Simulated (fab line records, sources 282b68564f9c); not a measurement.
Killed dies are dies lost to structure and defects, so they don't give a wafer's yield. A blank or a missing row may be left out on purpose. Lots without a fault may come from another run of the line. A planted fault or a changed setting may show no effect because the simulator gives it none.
fab line records | flow rit_cmos
record lots=5 wafers=15 last_day=6
route steps=202 shown ACTIVE@1 FOX1@20 FOX2@23 M1@202
lots that met no fault: from a run of the same line without faults
start_h: hours from the record's first day to the start of the lot's first wafer shown | wait_h: hours since the lot's step before | " the same as in the row above | L1.1+2: a row that stands for several wafers | - no value, or no start given | * or withheld: withheld | < > ~ a bound
route shown NAME@n: a module of which the file shows steps, and the number in the route of the first | usual: mean/standard deviation of fault-free wafers | same: alike in all rows | chamber/n: place in a boat | sites: the reading at each site | _std_site: their standard deviation | _edge_site: outer sites' mean less inner sites' | radius_mm: how far each site lies from the wafer's centre | mask NAME#n: copy n | behind: the tool/chamber that last shaped the wafer | hold: why the lot was held/for how many hours/how that ended | device: the transistor (n, p or np) that didn't switch | end of line: the same wafers' tests at the end of the route | a step without rows: its recipe alone | killed: dies lost to structure and defects at the first sort, not the wafer's yield | map: a wafer's dies, x killed, . not, _ none there
set.NAME: the setting as run; set.NAME@STEP: as run at that earlier step | model.NAME: the simulator's own value behind a step, which no gauge read
lots at some steps of the route; a table a step, a row a wafer
services: from which hour (start_h, from the record's first day; less than 0 if before it) a tool's chamber was out of use, for how many hours, and why
## steps
# step RIT_ACTIVE_BOW_MEAS_00
# recipe mode=bow
# usual INCOMING_BOW=0/6
# columns lot.wafer tool chamber start_h wait_h INCOMING_BOW[um]
L995.1 film_metro-03 - 10.00 - 9
L995.2 " - " " 3
L995.6 " - " " 0
L102.2 film_metro-02 - 45.06 - 0
L102.3 " - " " 1
L102.4 " - " " -12
L107.1 film_metro-02 - 70.00 - -1
L107.4 " - " " 8
L107.5 " - " " -14
L112.2 film_metro-03 - 95.02 - -8
L112.4 " - " " 2
L112.6 " - " " 1
L114.3 film_metro-03 - 105.04 - 6
L114.5 " - " " -5
L114.6 " - " " 9
# step RIT_ACTIVE_OXIDATION_01
# recipe temp_c=1000 ambient=O2 target_thk_a=468 ox_time_s=3360
# step RIT_ACTIVE_THK_MEAS_02
# recipe reads=SiO2_of_ACTIVE_OXIDATION_01
# usual ACTIVE_OXIDE_THK=47.3/0.98
# columns lot.wafer tool chamber start_h wait_h ACTIVE_OXIDE_THK[nm]
L995.1 film_metro-01 - 12.05 0.0 48.5
L995.2 " - " " 48.3
L995.6 " - " " 47.9
L102.2 film_metro-02 - 48.78 0.0 47.8
L102.3 " - " " 48.2
L102.4 " - " " 48.5
L107.1 film_metro-01 - 72.05 0.0 48.4
L107.4 " - " " 48.5
L107.5 " - " " 49.5
L112.2 film_metro-01 - 97.06 0.0 47.7
L112.4 " - " " 47.8
L112.6 " - " " 47.9
L114.3 film_metro-01 - 107.07 0.0 47.1
L114.5 " - " " 47.2
L114.6 " - " " 46.9
# step RIT_ACTIVE_CVD_03
# recipe material=Si3N4 target_thk_nm=150 temp_c=810 precursor=SiH2Cl2/NH3 time_s=1500 pressure_mtorr=300 sih2cl2_flow_sccm=60 nh3_flow_sccm=150
# usual spike_tc_centre_C=811.9/1.5 spike_tc_load_C=833.3/2.2 spike_tc_source_C=831.6/2.2 susceptor_temp_C=810.0/0.37 zone_power_centre_pct=37.0/1.8
# columns lot.wafer tool chamber start_h wait_h spike_tc_centre_C spike_tc_load_C spike_tc_source_C susceptor_temp_C zone_power_centre_pct model.Si3N4_of_ACTIVE_CVD_03.thk_nm
L995.1 lpcvd-02 1 12.11 0.1 809.9 836.1 834.4 810.3 38.6 150.4
L995.2 " 1 " " 811.3 834.0 835.7 810.5 38.8 149.5
L995.6 " 1 " " 809.0 832.4 835.1 809.9 38.5 150.2
L102.2 lpcvd-02 0 48.83 0.0 800.5 822.0 819.7 796.3 35.3 117
L102.3 " 0 " " 799.4 821.4 820.6 795.8 34.9 116.7
L102.4 " 0 " " 799.5 820.1 817.8 796.0 35.0 116.5
L107.1 lpcvd-01 0 72.11 0.1 811.8 834.1 829.9 809.4 38.7 150.6
L107.4 " 0 " " 815.6 835.1 830.3 809.7 39.5 150.2
L107.5 " 0 " " 813.4 835.4 830.2 809.7 39.2 151.1
L112.2 lpcvd-01 1 97.11 0.0 811.8 829.8 829.1 810.2 35.2 152.5
L112.4 " 1 " " 811.1 829.7 828.6 810.3 35.1 151.5
L112.6 " 1 " " 811.2 830.2 829.2 810.1 35.4 153.4
L114.3 lpcvd-01 1 107.11 0.0 808.9 831.6 828.5 810.2 35.8 150.6
L114.5 " 1 " " 811.4 831.6 830.8 810.1 35.3 149.6
L114.6 " 1 " " 812.2 831.4 828.9 810.0 35.8 151.1
# step RIT_ACTIVE_THK_MEAS_04
# recipe reads=Si3N4_of_ACTIVE_CVD_03
# usual ACTIVE_NITRIDE_THK=150.1/1.3
# columns lot.wafer tool chamber start_h wait_h ACTIVE_NITRIDE_THK[nm]
L995.1 film_metro-03 - 13.53 0.0 150.4
L995.2 " - " " 149.5
L995.6 " - " " 150.1
L102.2 film_metro-02 - 50.26 0.0 117.0
L102.3 " - " " 116.7
L102.4 " - " " 116.5
L107.1 film_metro-02 - 73.53 0.0 150.7
L107.4 " - " " 150.2
L107.5 " - " " 151.1
L112.2 film_metro-01 - 98.54 0.0 152.4
L112.4 " - " " 151.6
L112.6 " - " " 153.4
L114.3 film_metro-01 - 108.55 0.0 150.6
L114.5 " - " " 149.6
L114.6 " - " " 151.0
# step RIT_ACTIVE_HMDS_05
# recipe prime_time_s=60 prime_temp_c=140
# step RIT_ACTIVE_COAT_06
# recipe resist=NOVOLAK spin_rpm=3250 resist_thk_nm=1000
# step RIT_ACTIVE_SOFTBAKE_07
# recipe resist=NOVOLAK temp_c=90 time_s=60
# step RIT_ACTIVE_EXPOSE_08
# recipe mask_id=M1 na=0.6 source_shape=conventional sigma_outer=0.6 target_cd_nm=1400 dose_mj=225
# step RIT_ACTIVE_PEB_09
# recipe resist=NOVOLAK temp_c=withheld time_s=withheld
# step RIT_ACTIVE_DEVELOP_10
# recipe resist=NOVOLAK develop_time_s=50 dev_temp_c=23
# step RIT_ACTIVE_CD_MEAS_11
# recipe target_cd_nm=1400
# usual cd_nm=1400.2/2.3
# columns lot.wafer tool chamber start_h wait_h cd_nm
L995.1 cd_sem-02 - 14.56 - 1398.0
L995.2 " - " " 1399.3
L995.6 " - " " 1398.4
L102.2 cd_sem-02 - 51.30 - 1401.8
L102.3 " - " " 1401.5
L102.4 " - " " 1399.7
L107.1 cd_sem-02 - 74.56 - 1397.7
L107.4 " - " " 1396.5
L107.5 " - " " 1396.9
L112.2 cd_sem-02 - 99.69 - 1405.5
L112.4 " - " " 1402.8
L112.6 " - " " 1406.4
L114.3 cd_sem-01 - 109.60 - 1399.3
L114.5 " - " " 1397.3
L114.6 " - " " 1398.7
# step RIT_ACTIVE_HARDBAKE_12
# recipe resist=NOVOLAK temp_c=140 time_s=60
# step RIT_ACTIVE_ETCH_13
# recipe stop_on=SiO2 chemistry=SF6 target=Si3N4 time_s=210 over_etch_frac=0.4 SF6_flow_sccm=200 pressure_mtorr=260 rf_w=125 target_depth_a=2100
# usual drypump_motor_current_A=5.8/0.49 oes_product_au=0.830/0.015 throttle_valve_pct=7.46/0.11
# same over_etch_frac=0.4
# columns lot.wafer tool chamber start_h wait_h drypump_motor_current_A oes_product_au rf_hours_counter_h throttle_valve_pct model.etch.depth_nm model.ACTIVE.feature_depth_nm
L995.1 rie_diel-03 3 14.83 0.1 5.9 0.838 131 7.27 150.4 150.4
L995.2 " 1 " " 5.4 0.839 12 7.46 149.5 149.6
L995.6 " 0 " " 5.1 0.828 - 7.51 150.2 150.2
L102.2 rie_diel-02 0 51.55 0.1 5.3 0.723 30 7.59 117 119.7
L102.3 " 2 " " 6.4 0.739 37 7.41 116.7 117
L102.4 " 1 " " 5.7 0.747 140 7.46 116.5 118.2
L107.1 rie_diel-01 2 74.83 0.1 5.5 0.840 2 7.31 150.6 150.6
L107.4 " 1 " " 5.3 0.840 129 7.56 150.2 150.9
L107.5 " 2 " " 5.4 0.838 - 7.30 151.1 151.1
L112.2 rie_diel-03 2 99.94 0.1 6.2 0.813 13 7.43 152.5 152.5
L112.4 " 1 " " 5.4 0.848 13 7.47 151.5 151.6
L112.6 " 2 " " 6.2 0.812 - 7.43 153.4 153.4
L114.3 rie_diel-02 0 109.83 0.1 5.3 0.820 31 7.60 150.6 153.3
L114.5 " 0 " " 5.3 0.825 - 7.61 149.6 152.3
L114.6 " 2 " " 6.4 0.843 - 7.41 151.1 151.4
# step RIT_ACTIVE_STRIP_14
# recipe chemistry=O2 time_s=180 resist=NOVOLAK platen_temp_c=withheld power_w=500 pressure_mtorr=4000 o2_flow_sccm=4000
# usual drypump_motor_current_A=6.0/0.49
# columns lot.wafer tool chamber start_h wait_h drypump_motor_current_A rf_hours_counter_h
L995.1 plasma_asher-01 1 14.97 0.1 6.0 34
L995.2 " 0 " " 6.1 34
L995.6 " 1 " " 6.0 -
L102.2 plasma_asher-01 0 51.68 0.1 6.1 38
L102.3 " 0 " " 6.1 -
L102.4 " 1 " " 6.0 -
L107.1 plasma_asher-02 0 74.97 0.1 6.8 39
L107.4 " 1 " " 4.9 -
L107.5 " 1 " " 4.9 -
L112.2 plasma_asher-03 0 100.08 0.1 6.3 50
L112.4 " 1 " " 5.8 -
L112.6 " 1 " " 5.8 -
L114.3 plasma_asher-02 0 110.03 0.1 6.8 -
L114.5 " 1 " " 4.9 -
L114.6 " 0 " " 6.8 -
# step RIT_ACTIVE_CD_MEAS_90
# recipe target_cd_nm=1400
# usual cd_nm=1400.2/2.4
# columns lot.wafer tool chamber start_h wait_h cd_nm
L995.1 cd_sem-01 - 15.14 0.1 1397.6
L995.2 " - " " 1399.4
L995.6 " - " " 1398.2
L102.2 cd_sem-01 - 51.88 0.1 1402.2
L102.3 " - " " 1401.9
L102.4 " - " " 1399.4
L107.1 cd_sem-02 - 75.14 0.1 1397.5
L107.4 " - " " 1396.3
L107.5 " - " " 1396.7
L112.2 cd_sem-02 - 100.27 0.1 1404.8
L112.4 " - " " 1402.2
L112.6 " - " " 1406.4
L114.3 cd_sem-01 - 110.18 0.1 1399.4
L114.5 " - " " 1396.8
L114.6 " - " " 1398.3
# step RIT_ACTIVE_CLEAN_15
# recipe chemistry=SC1 mix=3:3:50 time_s=600 temp_c=75
# step RIT_ACTIVE_CLEAN_16
# recipe chemistry=dHF dilution=50:1 time_s=30
# step RIT_ACTIVE_CLEAN_17
# recipe chemistry=SC2 mix=3:3:50 time_s=600 temp_c=75 dry=n2_spin
# step RIT_FOX1_OXIDATION_00
# recipe temp_c=1100 ambient=H2O target_thk_a=3507 p_h2o_torr=720 ox_time_s=1130
# step RIT_FOX1_THK_MEAS_01
# recipe reads=SiO2_of_FOX1_OXIDATION_00
# usual FOX1_OXIDE_THK=348/8
# columns lot.wafer tool chamber start_h wait_h FOX1_OXIDE_THK[nm]
L995.1 film_metro-04 - 17.20 0.0 356
L995.2 " - " " 355
L995.6 " - " " 364
L102.2 film_metro-04 - 55.76 0.0 351
L102.3 " - " " 358
L102.4 " - " " 356
L107.1 film_metro-04 - 76.98 0.0 350
L107.4 " - " " 346
L107.5 " - " " 349
L112.2 film_metro-04 - 102.10 0.0 354
L112.4 " - " " 355
L112.6 " - " " 356
L114.3 film_metro-04 - 112.25 0.0 357
L114.5 " - " " 361
L114.6 " - " " 358
# step RIT_FOX1_WET_ETCH_02
# recipe chemistry=BOE target_depth_nm=350 time_s=390 temp_c=21.5 dry=n2_spin dilution=10:1 target=SiO2
# step RIT_FOX2_OXIDATION_00
# recipe temp_c=1100 ambient=H2O target_thk_a=3507 p_h2o_torr=720 ox_time_s=1130
# step RIT_FOX2_THK_MEAS_01
# recipe reads=SiO2_of_FOX2_OXIDATION_00
# usual FOX2_OXIDE_THK=351/7.9
# columns lot.wafer tool chamber start_h wait_h FOX2_OXIDE_THK[nm]
L995.1 film_metro-04 - 18.70 0.0 326
L995.2 " - " " 327
L995.6 " - " " 329
L102.2 film_metro-04 - 57.25 0.0 352
L102.3 " - " " 343
L102.4 " - " " 351
L107.1 film_metro-01 - 78.48 0.0 348
L107.4 " - " " 338
L107.5 " - " " 343
L112.2 film_metro-01 - 103.61 0.0 348
L112.4 " - " " 346
L112.6 " - " " 346
L114.3 film_metro-04 - 113.74 0.0 351
L114.5 " - " " 350
L114.6 " - " " 348
# step RIT_FOX2_CLEAN_02
# recipe chemistry=dHF dilution=50:1 time_s=180
# columns lot.wafer tool chamber start_h wait_h model.Si3N4_of_ACTIVE_CVD_03.thk_nm
L995.1 wet_bench-01 2 18.76 0.1 131.2
L995.2 " 2 " " 130.2
L995.6 " 2 " " 130.9
L102.2 wet_bench-01 2 57.30 0.0 97.62
L102.3 " 2 " " 97.29
L102.4 " 2 " " 97.07
L107.1 wet_bench-03 2 78.54 0.1 131.4
L107.4 " 2 " " 130.9
L107.5 " 2 " " 131.8
L112.2 wet_bench-01 1 103.66 0.0 133.3
L112.4 " 1 " " 132.3
L112.6 " 1 " " 134.2
L114.3 wet_bench-04 3 113.78 0.0 131.4
L114.5 " 3 " " 130.4
L114.6 " 3 " " 131.8
# step RIT_FOX2_WET_ETCH_03
# recipe chemistry=H3PO4 target=Si3N4 target_depth_nm=195 temp_c=165 time_s=2700
# step RIT_M1_PROBE_99
# usual killed_at_front_end=6.5/3 killed_dies=7/3 killed_open=3.2/2 killed_short=3.2/1.9
# same gross_dies=264 killed_at_M0_to_M3=0 killed_at_M4_up=0 killed_at_back_side=0 killed_at_contacts=0 killed_at_other=0
# columns lot.wafer tool chamber start_h wait_h killed_at_front_end killed_dies killed_open killed_short model.etest.pldd.width_nm model.etest.nldd.width_nm model.etest.pplus_sal.width_nm model.etest.nplus_sal.width_nm
L995.1 prober-01 - 58.82 0.1 4 4 3 1 3189 3182 3460 3450
L995.2 prober-01 - 58.87 0.1 6 6 2 4 3189 3189 3455 3447
L995.6 prober-01 - 59.07 0.2 7 7 3 4 3177 3179 3428 3449
L102.2 prober-02 - 97.64 0.1 12 12 4 8 3120 3120 3407 3405
L102.3 prober-02 - 97.69 0.2 7 7 3 4 3131 3117 3416 3412
L102.4 prober-02 - 97.74 0.2 7 7 4 3 3111 3081 3399 3403
L107.1 prober-01 - 116.68 0.1 9 9 5 4 3165 3152 3457 3429
L107.4 prober-01 - 116.83 0.2 5 5 3 2 3172 3176 3463 3442
L107.5 prober-01 - 116.88 0.2 4 4 3 1 3158 3148 3428 3437
L112.2 prober-02 - 142.73 0.1 8 8 5 3 3156 3176 3435 3420
L112.4 prober-02 - 142.83 0.2 5 5 2 3 3159 3158 3442 3431
L112.6 prober-02 - 142.93 0.2 8 8 5 3 3158 3168 3440 3427
L114.3 prober-02 - 153.18 0.2 7 7 5 2 3169 3178 3441 3457
L114.5 prober-02 - 153.28 0.2 7 7 4 3 3165 3156 3405 3425
L114.6 prober-02 - 153.33 0.2 7 7 3 4 3151 3172 3438 3414
# killed by level:class
L995.1 SILICIDE:geometric_particle:open=2 REOX:geometric_particle:short=1 SPACER:geometric_particle:open=1
L995.2 SILICIDE:geometric_particle:short=2 FOX1:geometric_particle:short=1 GATE:geometric_particle:short=1 SPACER:geometric_particle:open=1 SILICIDE:geometric_particle:open=1
L995.6 FOX2:geometric_particle:short=3 FOX1:geometric_particle:open=1 FOX1:geometric_particle:short=1 FOX2:geometric_particle:open=1 GATE:geometric_particle:open=1
L102.2 GATE:geometric_particle:open=3 REOX:geometric_particle:short=3 GATE:geometric_particle:short=2 ACTIVE:geometric_particle:short=1 FOX2:geometric_particle:short=1 FOX2:geometric_particle:open=1 SILICIDE:geometric_particle:short=1
L102.3 GATE:geometric_particle:short=3 REOX:geometric_particle:open=2 FOX1:geometric_particle:open=1 REOX:geometric_particle:short=1
L102.4 REOX:geometric_particle:open=3 GATE:geometric_particle:short=2 FOX1:geometric_particle:short=1 FOX1:geometric_particle:open=1
L107.1 REOX:geometric_particle:open=3 REOX:geometric_particle:short=2 GATE:geometric_particle:open=1 GATE:geometric_particle:short=1 SPACER:geometric_particle:open=1 SPACER:geometric_particle:short=1
L107.4 GATE:geometric_particle:short=2 GATE:geometric_particle:open=1 REOX:geometric_particle:open=1 SPACER:geometric_particle:open=1
L107.5 GATE:geometric_particle:short=1 GATE:geometric_particle:open=1 REOX:geometric_particle:open=1 SILICIDE:geometric_particle:open=1
L112.2 FOX1:geometric_particle:open=4 FOX1:geometric_particle:short=1 GATE:geometric_particle:open=1 REOX:geometric_particle:short=1 SILICIDE:geometric_particle:short=1
L112.4 FOX1:geometric_particle:short=1 FOX1:geometric_particle:open=1 GATE:geometric_particle:short=1 GATE:geometric_particle:open=1 REOX:geometric_particle:short=1
L112.6 FOX1:geometric_particle:short=3 FOX1:geometric_particle:open=2 GATE:geometric_particle:open=1 REOX:geometric_particle:open=1 SPACER:geometric_particle:open=1
L114.3 ACTIVE:geometric_particle:open=1 FOX2:geometric_particle:open=1 GATE:geometric_particle:short=1 REOX:geometric_particle:open=1 SPACER:geometric_particle:open=1 SPACER:geometric_particle:short=1 SILICIDE:geometric_particle:open=1
L114.5 GATE:geometric_particle:short=2 FOX1:geometric_particle:open=1 FOX1:geometric_particle:short=1 REOX:geometric_particle:open=1 SPACER:geometric_particle:open=1 SILICIDE:geometric_particle:open=1
L114.6 SPACER:geometric_particle:open=2 FOX2:geometric_particle:short=1 GATE:geometric_particle:short=1 GATE:geometric_particle:open=1 SPACER:geometric_particle:short=1 SILICIDE:geometric_particle:short=1
## services
# columns tool chamber start_h hours kind
lpcvd-02 - 20.69 6.0 pm
rie_diel-02 0 35.11 6.2 repair
plasma_asher-02 - 50.39 3.1 repair
rie_diel-01 2 63.80 7.4 repair
rie_diel-02 3 83.26 - clean
rie_diel-02 3 83.26 29.2 scheduled_down
rie_diel-02 3 83.26 29.2 vent_cycle
rie_diel-03 - 90.50 2.8 pm
rie_diel-03 - 94.52 0.1 repair
plasma_asher-03 - 108.75 9.0 pm
plasma_asher-03 0 108.75 9.0 vent_cycle
plasma_asher-03 1 108.75 9.0 vent_cycle
plasma_asher-02 - 111.69 0.8 repair
## key
first_sign step=RIT_ACTIVE_CVD_03 reading=susceptor_temp_C direction=down sigmas=38 usual=* struck=*
effect step=RIT_ACTIVE_CVD_03 reading=spike_tc_centre_C direction=down sigmas=8 usual=811.9 struck=799.8
effect step=RIT_ACTIVE_THK_MEAS_04 reading=ACTIVE_NITRIDE_THK direction=down sigmas=26 usual=150.1 struck=116.7
effect step=RIT_ACTIVE_ETCH_13 reading=oes_product_au direction=down sigmas=6.4 usual=0.830 struck=0.736
model_effect step=RIT_ACTIVE_CVD_03 value=Si3N4_of_ACTIVE_CVD_03.thk_nm without=149.4 struck=116.7
model_effect step=RIT_ACTIVE_ETCH_13 value=etch.depth_nm without=149.4 struck=116.7
model_effect step=RIT_FOX2_CLEAN_02 value=Si3N4_of_ACTIVE_CVD_03.thk_nm without=130.1 struck=97.33
model_effect step=RIT_M1_PROBE_99 value=etest.pldd.width_nm without=3170 struck=3121
met_at RIT_ACTIVE_CVD_03
struck_wafers L102.2,L102.3,L102.4
tester_left_out L102
fault kind=process_parameter_drift tool=lpcvd-02 chamber=0 onset_h=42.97 steps=RIT_ACTIVE_CVD_03 channel=temp_c offset=* shape=step end_h=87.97 acts_in=* stated=*
# tester_left_out: of these lots the tester's yield and bins aren't shown, on N5 and GAA mostly nor the transistor test; their killed dies are dies lost to structure and defects alone, not to doping, threshold or leakage, so they don't give the yield
